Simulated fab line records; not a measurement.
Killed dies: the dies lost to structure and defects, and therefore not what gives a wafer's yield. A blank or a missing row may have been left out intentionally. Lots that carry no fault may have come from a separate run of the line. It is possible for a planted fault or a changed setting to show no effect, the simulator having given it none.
Split-lot experiment	flow rit_cmos	5 lots, 23 wafers read, on a route of 202 steps

== ABOUT THE SPLIT ==
At RIT_PWELL_COAT_01 (resist thk 1300 nm), the setting spin_rpm was moved away from the recipe's 2000 rpm on 8 of the 23 wafers read, by -3.4% to +5.4%. For the rest of the wafers, this setting stayed at what the recipe calls for.

== FROM THE SPLIT TO THE READING: what the file shows between them, 3 steps ==
- RIT_PWELL_SOFTBAKE_02: time 60 s
- RIT_PWELL_EXPOSE_03: exposes mask M3, target cd 43700 nm
- RIT_PWELL_DEVELOP_05: develop time 68 s

== THE READING ==
NOVOLAK_of_PWELL_COAT_01.thk_nm (the simulator's own value, which no gauge read), in nm, at RIT_PWELL_HARDBAKE_07 (time 120 s). The file gives no usual value for it. Across the 15 wafers here that went through the recipe, the average is 1138 nm and the standard deviation 3.2 nm.

wafer	tool, chamber at the split	spin_rpm as run, rpm	against the recipe	NOVOLAK_of_PWELL_COAT_01.thk_nm, nm	against lot-mates on the recipe
L078.1	litho_track-04, 0	2000	recipe	1136	-
L078.5	litho_track-04, 0	2000	recipe	1138	-
L078.6	litho_track-04, 0	2000	recipe	1138	-
L079.1	litho_track-03, 0	2000	recipe	1137	-
L079.6	litho_track-03, 0	2000	recipe	1137	-
L079.3	litho_track-03, 0	2000	recipe	1135	-
L079.4	litho_track-03, 0	2109	+5.4%	1106	-30
L079.5	litho_track-03, 0	2109	+5.4%	1110	-26
L081.1	litho_track-02, 0	2000	recipe	1134	-
L081.2	litho_track-02, 0	1931	-3.4%	1156	+22
L081.3	litho_track-02, 0	1931	-3.4%	1157	+22
L081.5	litho_track-02, 0	2000	recipe	1135	-
L081.6	litho_track-02, 0	1931	-3.4%	1153	+18
L083.1	litho_track-02, 0	2000	recipe	1136	-
L083.2	litho_track-02, 0	2000	recipe	1139	-
L083.4	litho_track-02, 0	2000	recipe	1139	-
L083.5	litho_track-02, 0	2000	recipe	1139	-
L083.6	litho_track-02, 0	2000	recipe	1140	-
L085.1	litho_track-03, 0	2062	+3.1%	1128	-17
L085.2	litho_track-03, 0	2062	+3.1%	1128	-17
L085.3	litho_track-03, 0	2062	+3.1%	1124	-21
L085.4	litho_track-03, 0	2000	recipe	1144	-
L085.5	litho_track-03, 0	2000	recipe	1146	-

THE FIT
A straight line over all 23 wafers: NOVOLAK_of_PWELL_COAT_01.thk_nm changes by -4.97 nm for each +1% of spin_rpm; r = -0.96; the points scatter about the line by 3.4 nm.
The same after taking each lot's own level away (the mean of its wafers on the recipe; 23 wafers): -5.63 nm for each +1%; r = -0.99; scatter 1.7 nm.
According to that fit, moving spin_rpm by its largest amount changes the reading by 31 nm.
From 1134.5 to 1145.0 nm: that is the span of the lots' own levels, equal to 3.3 times the standard deviation above.
Hence the slope depends on the lot-to-lot level, as the two fits are not the same.
Check: with one of the wafers moved furthest among these (+5.4%) left out of the fit, the line predicts -30.4 nm for it against its lot-mates. Against them it came out at -30.3 nm.

== OTHER SPLITS ON THESE WAFERS ==
Note: prior to the reading, these wafers also went through further splits. Each is held against what the fit with the lots' levels taken away leaves over:
other split on the same wafers	wafers away from the commonest value	r with NOVOLAK_of_PWELL_COAT_01.thk_nm (lot level and that fit taken away)
RIT_ACTIVE_CVD_03 time_s	10	-0.02
RIT_ACTIVE_COAT_06 resist_thk_nm	8	-0.10
RIT_ACTIVE_ETCH_13 rf_w	7	-0.05
RIT_FOX2_OXIDATION_00 temp_c	18	+0.25

== THE WHOLE CHAIN: every reading that the file lists as answering this split, in the file's order ==
step	what it does	reading	change (the file's fit)	r (the file's)
RIT_PWELL_COAT_01	resist thk 1300 nm	NOVOLAK_of_PWELL_COAT_01.thk_nm (the simulator's own value, which no gauge read)	-6.41 nm for each +1% of the setting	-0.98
RIT_PWELL_HARDBAKE_07	time 120 s	NOVOLAK_of_PWELL_COAT_01.thk_nm (the simulator's own value, which no gauge read)	-5.53 nm for each +1% of the setting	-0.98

== THE FILE'S OWN FIT ==
NOVOLAK_of_PWELL_COAT_01.thk_nm changes by -5.53 nm for each +1% of spin_rpm, r = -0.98.
